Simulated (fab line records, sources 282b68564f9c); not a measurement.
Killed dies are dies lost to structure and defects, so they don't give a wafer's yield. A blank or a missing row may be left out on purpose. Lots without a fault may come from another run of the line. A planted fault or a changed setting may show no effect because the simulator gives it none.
Which tool did it? | flow rit_cmos | 13 lots, 39 wafers sampled, at 2 steps of a route of 202

WHAT THE GAUGES READ, wafer by wafer
The record holds no reading of a measuring or inspecting step that can be judged against a usual standard deviation.

WHICH TOOL RAN EACH LOT (tool, then ch and the chambers of the sampled wafers, then the start)
lot  | RIT_PRETRO_STRIP_09                 | RIT_M1_PROBE_99
L203 | plasma_asher-04 ch 0,1, day 2 09:23 | prober-01, day 3 10:58
L206 | plasma_asher-02 ch 0,1, day 3 01:01 | prober-02, day 4 07:28
L207 | plasma_asher-04 ch 0,1, day 3 06:32 | prober-01, day 4 13:26
L208 | plasma_asher-04 ch 0,1, day 3 11:34 | prober-02, day 4 16:37
L209 | plasma_asher-02 ch 0,1, day 3 15:39 | prober-01, day 4 21:34
L210 | plasma_asher-01 ch 0,1, day 3 20:48 | prober-02, day 5 02:14
L212 | plasma_asher-01 ch 0,1, day 4 09:55 | prober-02, day 5 15:01
L215 | plasma_asher-04 ch 0,1, day 4 23:58 | prober-01, day 6 02:25
L216 | plasma_asher-04 ch 0,1, day 5 04:52 | prober-02, day 6 08:55
L217 | plasma_asher-04 ch 0,1, day 5 14:23 | prober-02, day 7 01:16
L219 | plasma_asher-02 ch 0,1, day 5 20:47 | prober-01, day 7 08:15
L222 | plasma_asher-02 ch 0,1, day 6 14:17 | prober-02, day 8 01:47
L226 | plasma_asher-02 ch 0,1, day 7 17:51 | prober-01, day 9 03:54
- RIT_PRETRO_STRIP_09: strips in O2, time 180 s.
- RIT_M1_PROBE_99

WHAT THE TOOLS THEMSELVES READ (means of the sampled wafers that have a number; where no wafer has one, the mark that the record gives instead)
RIT_PRETRO_STRIP_09. Usual: drypump_motor_current_A 5.9 A, standard deviation 0.48; run_length_s 208.3 s, standard deviation 0.35.
lot  | tool            | drypump_motor_current_A (A) | run_length_s (s) | flag
L203 | plasma_asher-04 | 5.6                         | 208.5            |
L206 | plasma_asher-02 | 6.2                         | 208.4            |
L207 | plasma_asher-04 | 5.6                         | 208.1            |
L208 | plasma_asher-04 | 5.6                         | 208.1            |
L209 | plasma_asher-02 | 6.2                         | 208.4            |
L210 | plasma_asher-01 | 5.7                         | 208.5            |
L212 | plasma_asher-01 | 5.6                         | 208.4            |
L215 | plasma_asher-04 | 5.6                         | 208.2            |
L216 | plasma_asher-04 | 5.9                         | 208.3            |
L217 | plasma_asher-04 | 5.9                         | 27.2             | OFF
L219 | plasma_asher-02 | 6.2                         | 208.4            |
L222 | plasma_asher-02 | 6.2                         | 208.4            |
L226 | plasma_asher-02 | 6.2                         | 208.4            |

RIT_M1_PROBE_99. Usual: killed_at_front_end 7, standard deviation 3.1; killed_dies 7, standard deviation 3.1; killed_on_rim 1.9, standard deviation 1.3; killed_open 3.3, standard deviation 1.9; killed_short 3.9, standard deviation 2.1.
lot  | tool      | killed_at_front_end | killed_dies | killed_on_rim | killed_open | killed_short | flag
L203 | prober-01 | 8                   | 8           | 3.0           | 4.7         | 3.7          |
L206 | prober-02 | 7                   | 7           | 1.3           | 4.0         | 2.7          |
L207 | prober-01 | 6                   | 6           | 1.7           | 3.3         | 3.0          |
L208 | prober-02 | 5                   | 5           | 2.0           | 2.3         | 2.3          |
L209 | prober-01 | 7                   | 7           | 1.7           | 3.7         | 3.0          |
L210 | prober-02 | 5                   | 5           | 2.0           | 2.0         | 3.0          |
L212 | prober-02 | 5                   | 5           | 0.3           | 2.0         | 3.0          |
L215 | prober-01 | 7                   | 7           | 1.7           | 3.3         | 3.3          |
L216 | prober-02 | 5                   | 5           | 1.7           | 2.3         | 3.0          |
L217 | prober-02 | 264                 | 264         | 70.0          | 1.3         | 4.7          | OFF
L219 | prober-01 | 5                   | 5           | 2.3           | 2.3         | 3.0          |
L222 | prober-02 | 12                  | 12          | 3.3           | 6.0         | 5.7          |
L226 | prober-01 | 7                   | 7           | 2.0           | 3.7         | 3.7          |

THE ANSWER, worked out from the rows above alone
Rule: a lot is off if the mean of its wafers that have a number lies more than 3 standard deviations from the usual mean. A lot without any number at a reading at which 4 lots or more have one is off too. The other lots that the step has rows for count as sound. The gauges are gone through in route order, then the tools' own readings, and for those a lot's mean is taken as printed above. The first step at which some lot is off is used, and at that step the reading that is off furthest; a lot without a number counts as furthest.
Off: L217, at RIT_PRETRO_STRIP_09 (run_length_s).
A tool fits if, at that step or a process step before it, it ran every lot that is off, and no sound lot after the first of them. One fits: plasma_asher-04 at RIT_PRETRO_STRIP_09. Its last sound lot is L216 (day 5 04:52), its first lot that is off L217 (day 5 14:23): a fault that began between those two fits.
The tool's own readings at RIT_PRETRO_STRIP_09 bear it out: on the lots that are off they differ by more than 5 times the standard deviation of the sound lots' means. run_length_s reads 27.2 s there against 208.3 s on the sound lots.

WHAT THE SIMULATOR HAD PUT IN
Strip aborted: plasma_asher-04, from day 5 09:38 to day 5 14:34, at RIT_PRETRO_STRIP_09. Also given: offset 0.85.
Lots struck among those shown: L217. The rule above found the same.
